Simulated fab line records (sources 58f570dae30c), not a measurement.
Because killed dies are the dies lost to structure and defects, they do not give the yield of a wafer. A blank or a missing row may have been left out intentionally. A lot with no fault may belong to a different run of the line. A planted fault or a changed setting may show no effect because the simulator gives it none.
Chamber matching	flow berkeley_cmos170	4 sister chambers for UCB170_ZERO_ETCH_06 on rie_diel-04
The step etches SiO2 in CHF3/CF4/Ar, time 12 s. 8 wafers are shown with their chamber, then 10 later ones without.

## EACH WAFER AND ITS CHAMBER
wafer	chamber	drypump_motor_current_A (A)	throttle_valve_pct (%)
L078.1	3	4.8	9.27
L085.3	3	4.8	9.25
L085.4	1	6.1	8.96
L088.1	0	5.5	9.33
L088.4	2	5.7	9.21
L088.6	0	5.4	9.35
L089.1	1	6.1	8.96
L089.5	2	5.7	9.21

## WAFERS WITH NO CHAMBER GIVEN
wafer	drypump_motor_current_A (A)	throttle_valve_pct (%)
L089.6	6.1	8.95
L092.1	4.8	9.27
L092.4	5.7	9.20
L092.5	6.1	8.97
L096.3	5.5	9.32
L096.4	5.7	9.19
L096.5	4.8	9.26
L097.2	5.5	9.34
L097.4	4.8	9.25
L097.6	5.5	9.32

## EACH ONE'S CHAMBER
wafer	from the rows above	in truth
L089.6	1	1
L092.1	3	3
L092.4	2	2
L092.5	1	1
L096.3	0	0
L096.4	2	2
L096.5	3	3
L097.2	0	0
L097.4	3	3
L097.6	0	0
Placed correctly: 10 of 10. Number that these rows cannot place: 0. 0 placed wrongly.
How it was worked out, from the rows above alone: a wafer's distance from a chamber is the root of the sum, over the readings, of the square of ((its reading less the chamber's mean) divided by the reading's scatter). If the next closest chamber is less than 2 further off than the closest, the wafer can't be placed; otherwise it belongs to the closest. For every chamber, the mean is computed from those of its wafers that are shown. The scatter: the root of (the sum of the squares of (reading less its chamber's mean) over the shown wafers, divided by (wafers less chambers)).
